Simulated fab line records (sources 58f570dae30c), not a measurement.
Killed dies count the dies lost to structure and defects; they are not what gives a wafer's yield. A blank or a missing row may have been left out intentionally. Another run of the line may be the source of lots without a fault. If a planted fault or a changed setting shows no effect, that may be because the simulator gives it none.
Which of the tools did it?    flow berkeleyCmos170    Sampling: 13 lots, 39 wafers, 6 of 331 route steps

== WHAT THE GAUGES SHOWED, per wafer ==
UCB170_M2_CD_MEAS_90 targets a cd of 700 nm.
lot   measured      on        cdNm (nm)
L726  day 9 06:34   cdSem-01  693 690 705
L730  day 9 06:57   cdSem-02  697 701 699
L729  day 9 07:02   cdSem-01  698 701 700
L728  day 9 09:35   cdSem-01  701 704 699
L731  day 10 12:58  cdSem-01  702 700 701
L734  day 10 15:37  cdSem-02  697 696 692
L732  day 10 15:49  cdSem-01  703 700 696
L738  day 10 23:59  cdSem-02  697 695 694
L736  day 11 02:15  cdSem-01  702 701 702
L744  day 13 01:41  cdSem-01  701 704 699
L741  day 13 03:29  cdSem-02  704 694 695
L745  day 13 07:56  cdSem-02  698 696 695
L749  day 14 00:21  cdSem-01  695 701 699

UCB170_V2_BOW_MEAS_03.
lot   measured      on            V2_BOW (um)
L726  day 9 07:15   filmMetro-03  33 20 25
L730  day 9 07:35   filmMetro-04  43 34 45
L729  day 9 07:44   filmMetro-03  23 32 18
L728  day 9 10:14   filmMetro-04  36 40 49
L731  day 10 13:36  filmMetro-01  43 26 43
L734  day 10 16:15  filmMetro-03  36 31 31
L732  day 10 16:27  filmMetro-01  32 43 38
L738  day 11 00:38  filmMetro-03  27 27 35
L736  day 11 02:53  filmMetro-01  31 34 36
L744  day 13 02:31  filmMetro-03  37 17 25
L741  day 13 04:07  filmMetro-01  30 35 36
L745  day 13 08:34  filmMetro-03  40 38 27
L749  day 14 00:59  filmMetro-04  39 34 31

UCB170_V2_CD_MEAS_90 targets a cd of 700 nm.
lot   measured      on        cdNm (nm)
L726  day 9 09:34   cdSem-02  700.0 699.4 701.9
L730  day 9 09:51   cdSem-02  701.7 699.6 701.4
L729  day 9 10:07   cdSem-02  702.9 700.8 701.4
L728  day 9 12:07   cdSem-01  700.9 702.4 702.5
L731  day 10 15:50  cdSem-02  702.0 700.3 702.0
L734  day 10 18:31  cdSem-02  701.3 703.7 702.5
L732  day 10 18:40  cdSem-01  701.1 700.8 699.9
L738  day 11 02:57  cdSem-01  700.0 698.7 699.2
L736  day 11 05:02  cdSem-01  700.3 699.2 699.2
L744  day 13 05:36  cdSem-01  700.6 698.2 699.9
L741  day 13 06:53  cdSem-01  698.0 698.9 698.2
L745  day 13 10:56  cdSem-01  702.8 701.7 703.1
L749  day 14 03:10  cdSem-01  699.7 701.1 701.9

UCB170_M3_RS_MEAS_02: uses a four-point probe to measure.
lot   measured      on            M3_AL_RS (ohm/sq)
L726  day 9 09:50   filmMetro-03  0.0318 0.0318 0.0317
L730  day 9 10:07   filmMetro-03  0.0314 0.0316 0.0323
L729  day 9 10:23   filmMetro-01  0.0325 0.0324 0.0320
L728  day 9 12:23   filmMetro-01  0.0319 0.0321 0.0324
L731  day 10 16:06  filmMetro-02  0.0325 0.0317 0.0319
L734  day 10 18:47  filmMetro-02  0.0319 0.0320 0.0322
L732  day 10 18:56  filmMetro-02  0.0327 0.0247 0.0320 0.0327 0.0247 0.0321
L738  day 11 03:13  filmMetro-02  0.0325 0.0322 0.0324
L736  day 11 05:19  filmMetro-02  0.0325 0.0323 0.0323
L744  day 13 05:52  filmMetro-03  0.0323 0.0322 0.0325
L741  day 13 07:09  filmMetro-03  0.0323 0.0324 0.0323
L745  day 13 11:12  filmMetro-03  0.0322 0.0319 0.0320
L749  day 14 03:26  filmMetro-02  0.0326 0.0320 0.0321

UCB170_M3_THK_MEAS_03: measures by xrf.
lot   measured      on            M3_AL_THK (nm)
L726  day 9 09:58   filmMetro-03  908 903 907
L730  day 9 10:14   filmMetro-03  916 915 889
L729  day 9 10:30   filmMetro-01  873 878 888
L728  day 9 12:29   filmMetro-01  887 885 871
L731  day 10 16:12  filmMetro-02  874 892 891
L734  day 10 18:53  filmMetro-02  887 885 885
L732  day 10 21:51  filmMetro-02  868 1141 881 869 1147 884
L738  day 11 03:20  filmMetro-02  876 875 872
L736  day 11 05:25  filmMetro-02  869 880 880
L744  day 13 05:59  filmMetro-03  889 896 886
L741  day 13 07:16  filmMetro-03  896 891 898
L745  day 13 11:19  filmMetro-03  898 902 899
L749  day 14 03:32  filmMetro-02  873 884 886

== WHICH TOOL RAN EACH LOT (tool, then ch and the chambers of the sampled wafers, then the start) ==
lot   UCB170_M3_SPUTTER_01
L726  pvdSputter-01, day 9 09:46
L730  pvdSputter-04, day 9 10:01
L729  pvdSputter-02, day 9 10:17
L728  pvdSputter-04, day 9 12:15
L731  pvdSputter-04, day 10 15:58
L734  pvdSputter-02, day 10 18:40
L732  pvdSputter-04, day 10 18:51
L738  pvdSputter-01, day 11 03:08
L736  pvdSputter-02, day 11 05:13
L744  pvdSputter-02, day 13 05:47
L741  pvdSputter-01, day 13 07:04
L745  pvdSputter-02, day 13 11:07
L749  pvdSputter-04, day 14 03:19
- UCB170_M3_SPUTTER_01: material Al, target thk 900 nm, time 120 s.

== AS READ BY THE TOOLS THEMSELVES (means over the sampled wafers that have a number; for cases with no such wafer, the mark the record gives instead) ==
UCB170_M3_SPUTTER_01.
lot   tool           cathodeDcPowerW (W)  throttleValvePct (%)
L726  pvdSputter-01  6000.8               29.5
L730  pvdSputter-04  5999.9               29.9
L729  pvdSputter-02  6000.4               30.9
L728  pvdSputter-04  6000.2               30.5
L731  pvdSputter-04  6000.2               30.6
L734  pvdSputter-02  5999.0               30.7
L732  pvdSputter-04  6568.4               30.2
L738  pvdSputter-01  5998.9               29.5
L736  pvdSputter-02  5999.9               30.2
L744  pvdSputter-02  6000.2               30.2
L741  pvdSputter-01  5999.2               29.6
L745  pvdSputter-02  5998.8               30.6
L749  pvdSputter-04  6000.7               30.1

== THE ANSWER, worked out from the rows above alone ==
Rule: the usual values come from the lots themselves. The widest of any qualifying gaps counts: lots, ordered by their means at a reading, are off when they make up no more than a third of the lots, leave a main group of 4 or more, and stand apart from it by 3 or more times the standard deviation of that group's means. A main group whose means are all the same, to the digits that the tables above print for the reading, isn't used. A lot without any number at a reading at which 4 lots or more have one is off too. Any other lot the step has rows for is counted as sound. First the gauges in route order, then the tools' own readings, where a lot's mean is used as printed above. At the first step where some lot is off, the reading lying furthest off is the one used; lots without a number count as furthest.
Off: L732, seen at UCB170_M3_RS_MEAS_02 (M3_AL_RS). For the main group the mean is 0.0321 ohm/sq and the standard deviation 0.00021.
If a tool, at a process step before that reading, ran all the lots that are off and no sound lot after the first of them, it fits. Not tried: the gauges at UCB170_M3_RS_MEAS_02; whatever is off there is also off at UCB170_M3_SPUTTER_01, on other tools, and gauge error can't account for it. Of those tried, none fits.

== WHAT WAS PUT IN BY THE SIMULATOR ==
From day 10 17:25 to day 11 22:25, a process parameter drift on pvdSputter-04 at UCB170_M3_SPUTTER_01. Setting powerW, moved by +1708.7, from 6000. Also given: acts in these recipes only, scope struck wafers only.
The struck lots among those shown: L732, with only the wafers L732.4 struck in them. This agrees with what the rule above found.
